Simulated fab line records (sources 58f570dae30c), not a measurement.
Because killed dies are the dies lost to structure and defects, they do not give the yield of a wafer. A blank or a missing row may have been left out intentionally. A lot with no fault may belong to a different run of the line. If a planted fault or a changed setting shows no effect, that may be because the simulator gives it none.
fab line records + flow berkeleyCmos170
[record]
- lots = 14
- wafers = 42
- lastDay = 12
route steps=331 shown V2@292
lots with no fault: from the same line, run without faults
startH: start of the lot's first displayed wafer, in hours after the record's first day + waitH: hours since the lot's step before + " the same as in the row above + L1.1+2: a row that stands for several wafers + - value missing, or start not given + * or withheld: withheld + < > ~ a bound
route shown NAME@n: a module of which the file shows steps, and the number in the route of the first + usual: mean/standard deviation of fault-free wafers + same: alike in all rows + chamber/n: place in a boat + sites: per-site readings + _std_site: how widely they spread, as a standard deviation + _edge_site: the outer-site mean with the inner-site mean subtracted + radiusMm: how far each site lies from the wafer's centre + mask NAME#n: copy n + behind: the last tool/chamber to shape the wafer + hold: the reason the lot was held/the length of the hold in hours/how it ended + device: transistor that didn't switch, given as n, p or np + end of line: at the end of the route, the tests of the same wafers + where a step has no rows: the recipe by itself + killed: the dies lost at the first sort to structure and to defects; this is not the yield of the wafer + map: dies across one wafer; x = killed, . = not, _ = none there
set.NAME: the setting as run; set.NAME@STEP: as run at that earlier step + model.NAME: the simulator's own value behind a step, which no gauge read
the route's steps for a sample of lots (tables are steps, rows are wafers)
services: the hour from which a tool's chamber was out of use, counted from the record's first day as startH (under 0 if before that day), plus the number of hours and why
[[steps]]
[step UCB170_V2_CVD_00]
[recipe]
- material = SiO2
- targetThkNm = 2000
- tempC = 390
- precursor = TEOS/O2
- timeS = 250
- rfW = 550
- pressureMtorr = 9000
[usual]
- heaterPowerW = 254/65
- rfFwdPowerW = 548.8/1.8
| lot.wafer | tool     | chamber | startH | waitH | heaterPowerW | rfFwdPowerW |
|-----------|----------|---------|--------|-------|--------------|-------------|
| L203.1    | pecvd-03 | 1       | 195.99 | 0.1   | 353          | 548.7       |
| L203.5    | "        | 0       | "      | "     | 224          | 549.0       |
| L203.6    | "        | 2       | "      | "     | 273          | 551.6       |
| L202.3    | pecvd-04 | 0       | 196.95 | 0.1   | 163          | 551.5       |
| L202.5    | "        | 1       | "      | "     | 128          | 549.7       |
| L202.6    | "        | 0       | "      | "     | 215          | 551.5       |
| L204.1    | pecvd-03 | 0       | 197.19 | 0.1   | 224          | 549.8       |
| L204.3    | "        | 2       | "      | "     | 270          | 550.5       |
| L204.4    | "        | 0       | "      | "     | 296          | 550.1       |
| L201.2    | pecvd-01 | 0       | 197.24 | 0.1   | 266          | 551.4       |
| L201.5    | "        | 1       | "      | "     | 243          | 550.5       |
| L201.6    | "        | 2       | "      | "     | 186          | 550.1       |
| L200.4    | pecvd-04 | 1       | 197.50 | 0.1   | 200          | 546.4       |
| L200.5    | "        | 0       | "      | "     | 151          | 550.3       |
| L200.6    | "        | 2       | "      | "     | 236          | 548.5       |
| L208.3    | pecvd-03 | 2       | 217.88 | 0.1   | 294          | 549.7       |
| L208.5    | "        | 0       | "      | "     | 314          | 549.3       |
| L208.6    | "        | 1       | "      | "     | 274          | 547.4       |
| L212.1    | pecvd-03 | 0       | 226.49 | 0.1   | 316          | 484.0       |
| L212.3    | "        | 1       | "      | "     | 297          | 550.6       |
| L212.6    | "        | 1       | "      | "     | 377          | 551.3       |
| L213.1    | pecvd-03 | 1       | 244.87 | 0.1   | 355          | 551.3       |
| L213.2    | "        | 0       | "      | "     | 247          | 482.9       |
| L213.5    | "        | 0       | "      | "     | 327          | 483.7       |
| L215.1    | pecvd-04 | 1       | 259.58 | 0.1   | 181          | 549.7       |
| L215.4    | "        | 0       | "      | "     | 141          | 547.4       |
| L215.5    | "        | 1       | "      | "     | 119          | 549.4       |
| L216.1    | pecvd-01 | 2       | 260.09 | 0.1   | 218          | 549.0       |
| L216.2    | "        | 1       | "      | "     | 276          | 552.1       |
| L216.3    | "        | 2       | "      | "     | 263          | 548.0       |
| L217.1    | pecvd-04 | 1       | 261.60 | 0.1   | 175          | 548.2       |
| L217.2    | "        | 2       | "      | "     | 294          | 548.1       |
| L217.6    | "        | 0       | "      | "     | 200          | 546.1       |
| L218.3    | pecvd-01 | 1       | 277.69 | 0.1   | 331          | 548.7       |
| L218.4    | "        | 0       | "      | "     | 210          | 546.0       |
| L218.5    | "        | 2       | "      | "     | 185          | 553.4       |
| L222.2    | pecvd-04 | 0       | 287.19 | 0.1   | 215          | 546.1       |
| L222.3    | "        | 2       | "      | "     | 287          | 549.4       |
| L222.5    | "        | 0       | "      | "     | 140          | 546.1       |
| L221.3    | pecvd-01 | 2       | 289.64 | 0.1   | 264          | 548.0       |
| L221.4    | "        | 0       | "      | "     | 300          | 546.9       |
| L221.6    | "        | 2       | "      | "     | 182          | 547.8       |
[step UCB170_V2_THK_MEAS_01]
[recipe]
- reads = SiO2_of_V2_CVD_00
[usual]
- V2_TEOS_THK = 2001/25
| lot.wafer | tool         | chamber | startH | waitH | V2_TEOS_THK[nm] |
|-----------|--------------|---------|--------|-------|-----------------|
| L203.1    | filmMetro-04 | -       | 196.15 | 0.1   | 1951            |
| L203.5    | "            | -       | "      | "     | 2011            |
| L203.6    | "            | -       | "      | "     | 1996            |
| L202.3    | filmMetro-02 | -       | 197.12 | 0.1   | 1979            |
| L202.5    | "            | -       | "      | "     | 1976            |
| L202.6    | "            | -       | "      | "     | 2035            |
| L204.1    | filmMetro-02 | -       | 197.34 | 0.1   | 2020            |
| L204.3    | "            | -       | "      | "     | 2004            |
| L204.4    | "            | -       | "      | "     | 2026            |
| L201.2    | filmMetro-03 | -       | 197.40 | 0.1   | 1957            |
| L201.5    | "            | -       | "      | "     | 2006            |
| L201.6    | "            | -       | "      | "     | 2000            |
| L200.4    | filmMetro-02 | -       | 197.61 | 0.0   | 2004            |
| L200.5    | "            | -       | "      | "     | 1998            |
| L200.6    | "            | -       | "      | "     | 2002            |
| L208.3    | filmMetro-02 | -       | 218.06 | 0.1   | 2018            |
| L208.5    | "            | -       | "      | "     | 2039            |
| L208.6    | "            | -       | "      | "     | 2020            |
| L212.1    | filmMetro-03 | -       | 226.65 | 0.1   | 1907            |
| L212.3    | "            | -       | "      | "     | 1995            |
| L212.6    | "            | -       | "      | "     | 2017            |
| L213.1    | filmMetro-04 | -       | 245.02 | 0.1   | 2001            |
| L213.2    | "            | -       | "      | "     | 1919            |
| L213.5    | "            | -       | "      | "     | 1963            |
| L215.1    | filmMetro-02 | -       | 259.74 | 0.1   | 1976            |
| L215.4    | "            | -       | "      | "     | 2038            |
| L215.5    | "            | -       | "      | "     | 2046            |
| L216.1    | filmMetro-02 | -       | 260.32 | 0.2   | 2006            |
| L216.2    | "            | -       | "      | "     | 1972            |
| L216.3    | "            | -       | "      | "     | 2017            |
| L217.1    | filmMetro-02 | -       | 261.76 | 0.1   | 1965            |
| L217.2    | "            | -       | "      | "     | 1974            |
| L217.6    | "            | -       | "      | "     | 2023            |
| L218.3    | filmMetro-02 | -       | 277.87 | 0.1   | 1992            |
| L218.4    | "            | -       | "      | "     | 2021            |
| L218.5    | "            | -       | "      | "     | 2013            |
| L222.2    | filmMetro-04 | -       | 287.35 | 0.1   | 2015            |
| L222.3    | "            | -       | "      | "     | 1996            |
| L222.5    | "            | -       | "      | "     | 2039            |
| L221.3    | filmMetro-03 | -       | 289.82 | 0.1   | 1956            |
| L221.4    | "            | -       | "      | "     | 2002            |
| L221.6    | "            | -       | "      | "     | 1982            |
[[services]]
| tool     | chamber | startH | hours | kind      |
|----------|---------|--------|-------|-----------|
| pecvd-03 | -       | 199.18 | 1.5   | repair    |
| pecvd-04 | -       | 242.50 | 14.0  | pm        |
| pecvd-04 | 0       | 242.50 | 14.0  | ventCycle |
| pecvd-04 | 1       | 242.50 | 14.0  | ventCycle |
| pecvd-04 | 2       | 242.50 | 14.0  | ventCycle |
| pecvd-01 | 0       | 252.32 | 20.2  | repair    |
| pecvd-04 | 0       | 256.50 | -     | clean     |
| pecvd-04 | 1       | 256.50 | -     | clean     |
| pecvd-04 | 2       | 256.50 | -     | clean     |
| pecvd-01 | -       | 256.63 | 0.5   | repair    |
[[key]]
[firstSign]
- step = UCB170_V2_CVD_00
- reading = rfFwdPowerW
- direction = down
- sigmas = 36
- usual = 548.8
- struck = 483.5
[effect]
- step = UCB170_V2_THK_MEAS_01
- reading = V2_TEOS_THK
- direction = down
- sigmas = 2.9
- usual = 2001
- struck = 1930
metAt UCB170_V2_CVD_00
struckLots L212,L213
struckWafers L212.1,L213.2,L213.5
onsetBetween 217.88 226.49
[fault]
- kind = processParameterDrift
- tool = pecvd-03
- chamber = 0
- onsetH = 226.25
- steps = UCB170_V2_CVD_00
- channel = rfW
- offset = -66
- shape = step
- endH = 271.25
- actsIn = theseRecipesOnly
- stated = 550
